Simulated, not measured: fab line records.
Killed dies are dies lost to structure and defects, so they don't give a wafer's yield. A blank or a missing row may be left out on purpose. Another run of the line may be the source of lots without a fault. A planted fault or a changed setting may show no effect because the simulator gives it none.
Comparing a struck lot with a sound one	flow rit cmos	17 steps out of a route of 202
Sound: the wafers L276.1, L276.3, L276.6. Struck: wafers L293.4, L293.5. (L293.3 of the same lot was not struck and is left out.) The cause comes at the end.
Order at every step that has rows: each side's tool, ch and its chambers, its first start. Under that, the readings that differ: sound wafers	struck wafers	difference of the means	sigmas: that difference in standard deviations of wafers without a fault.
alike: words and numbers the same on both sides, and readings whose means are apart by under 2 such deviations; not compared: readings that were withheld, readings missing a value for some wafer, numbers with overlapping values and no deviation given by the record, and bounds like >300 which may hide the same value.
Wherever a step has rows on one side only, a row that says differs or no value, or a row with sigmas, the two part there. Numbers that have no deviation but don't overlap get no sigmas and don't part them. A reading that every wafer of one side lacks parts them only if that side has two wafers or more.

RIT_M1_SPUTTER_00: material Al, target thk 400 nm, time 500 s.
  sound on pvd sputter-03 at day 3 09:55; struck on pvd sputter-01 at day 6 19:50
  alike: throttle valve pct
RIT_M1_RS_MEAS_01: the measuring method here is four-point-probe.
  sound on film metro-02 at day 3 10:13; struck on film metro-02 at day 6 20:10
  alike: M1_AL_RS
RIT_M1_THK_MEAS_02: measures by xrf.
  sound on film metro-02 at day 3 10:20; struck on film metro-02 at day 6 20:16
  alike: M1_AL_THK
then, 6 steps without rows for these wafers: RIT_M1_HMDS_03 (prime time 60 s); RIT_M1_COAT_04 (resist thk 1300 nm); RIT_M1_SOFTBAKE_05 (time 60 s); RIT_M1_EXPOSE_06 (exposes mask M12, target cd 2600 nm); RIT_M1_PEB_07; RIT_M1_DEVELOP_08 (develop time 68 s).
RIT_M1_CD_MEAS_09 targets a cd of 2600 nm.
  sound on cd sem-01 at day 3 11:24; struck on cd sem-01 at day 6 21:21
  alike: cd nm
RIT_M1_OVL_MEAS_10:
  sound on overlay-01 at day 3 11:31; struck on overlay-02 at day 6 21:26
  alike: M1_OVL
then, 1 step without rows for these wafers: RIT_M1_HARDBAKE_11 (time 120 s).
RIT_M1_METAL_ETCH_12: etches Al in Cl2/BCl3, stops on SiO2, time 165 s, target depth 600 nm.
  sound on rie metal-03 ch 0,1, day 3 11:56; struck on rie metal-03 ch 1, day 6 21:46
reading	sound	struck	difference	sigmas
rf fwd power W (W)	248.8 249.5 249.6	280.1 279.9	+30.7	+42
model.NOVOLAK_of_M1_COAT_04.thk nm (nm)	807.2 805.3 802.9	773.1 772.6	-32.3	
  alike: drypump motor current A, mfc cl2 sccm, oes product au, throttle valve pct
  not compared: rf hours counter h
then, 1 step without rows for these wafers: RIT_M1_STRIP_13 (strips in nmp, time 600 s).
RIT_M1_STRIP_14: strips in O2, time 180 s.
  sound on plasma asher-03 ch 0,1, day 3 12:17; struck on plasma asher-03 ch 1, day 6 22:07
  alike: drypump motor current A, o2 flow sccm
  not compared: rf hours counter h
RIT_M1_CD_MEAS_90 targets a cd of 2600 nm.
  sound on cd sem-01 at day 3 12:27; struck on cd sem-02 at day 6 22:33
reading	sound	struck	difference	sigmas
cd nm (nm)	2602.5 2604.0 2603.0	2592.1 2590.3	-12.0	-5
  not compared: hold
RIT_M1_PROBE_99:
  sound on prober-01 at day 3 14:11; struck on prober-02 at day 7 03:50
  alike: defect limited yield, killed at contacts, killed at front end, killed dies, killed open, killed short, sort_bin_3_pad_short, sort_bin_5_function, sort_bin_6_memory, sort n pass, sort yield pct

WHERE THEY PART
At RIT_M1_METAL_ETCH_12 first; at RIT_M1_CD_MEAS_90 last (within this record only). Later steps at which nothing parts them and some readings are alike: RIT_M1_PROBE_99.

WHY: the cause the simulator had injected
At RIT_M1_METAL_ETCH_12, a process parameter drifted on rie metal-03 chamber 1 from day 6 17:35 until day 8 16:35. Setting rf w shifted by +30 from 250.
